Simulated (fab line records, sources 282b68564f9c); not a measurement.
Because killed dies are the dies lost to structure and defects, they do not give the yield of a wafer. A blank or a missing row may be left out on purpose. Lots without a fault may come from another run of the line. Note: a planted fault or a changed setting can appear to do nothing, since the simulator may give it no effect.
Problem report in the 8D (eight disciplines) form, filled by code	flow ritCmos	the parts of the form that need people (team, actions taken, sign-off) are left out

== 1. THE ISSUE ==
Wafers without a fault read 1999.9 rpm, standard deviation 1.3; spinSpeedRpm at RIT_NWELL_COAT_01 reads a mean of 1888.1 rpm on 6 wafers belonging to 2 lots. That puts it -86 standard deviations away from the usual mean.
The step: resist thk 1300 nm.
Earliest sighting: wafer L148.1 on lithoTrack-01 at day 4 15:14. The record has a number at this step for 42 wafers belonging to 14 lots. By rule, "out" or "out of limits" means more than 4 standard deviations away from the usual mean. All remaining wafers that have a number are taken as sound.

== 2. WHAT IT IS AND WHAT IT IS NOT ==
question	is	is not
which readings at this step	spinSpeedRpm	-
which lots	L148, L151	L135, L137, L138, L139, L142, L143, L144, L145, L146, L147, L155, L158
which wafers of those lots	all that have a number	-
read on which tools	lithoTrack-01	lithoTrack-03, lithoTrack-04
when	from day 4 15:14	up to then (30 sound wafers); but 6 sound wafers of L155, L158 came after

== 3. WHAT RULES OUT EACH SUSPECT ==
Counting: a tool at a process step up to the reading stays a suspect if it ran every lot that is out and no sound lot after the first of them.
- lithoTrack-01 at RIT_NWELL_COAT_01 (resist thk 1300 nm): kept. It processed each lot that is out, first L148 at day 4 15:14, and no sound lot thereafter; up to then, the last sound lot it processed was L147 at day 4 12:36. Its own readings are out on those wafers: spinSpeedRpm.
Remaining after the count: lithoTrack-01 at RIT_NWELL_COAT_01.

== 4. THE CAUSE (what the simulator had put in) ==
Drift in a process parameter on lithoTrack-01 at RIT_NWELL_COAT_01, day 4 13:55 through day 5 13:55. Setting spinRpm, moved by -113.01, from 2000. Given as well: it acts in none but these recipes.
This tool alone remained once counting was done.

== 5. THE EFFECT CHAIN, in route order ==
Each row: a reading whose mean over the struck wafers that have a number lies more than 3 standard deviations from the usual. Only readings for which the record gives a usual standard deviation are gone through. hours: the time from each lot's start at the first step in this table that gives one to its start at this step, as a median over the lots. sigmas: the change in usual standard deviations.
hours	step	reading	usual	on struck wafers	change	sigmas
0	RIT_NWELL_COAT_01	spinSpeedRpm	1999.9 rpm	1888.1	-111.8	-86
Here are the process steps it includes:
- RIT_NWELL_COAT_01: resist thk 1300 nm.

== 6. WHAT WOULD HAVE CAUGHT IT SOONER ==
In this record the first reading out of limits was taken at day 4 15:14, 1 hour after the fault began at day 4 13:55.
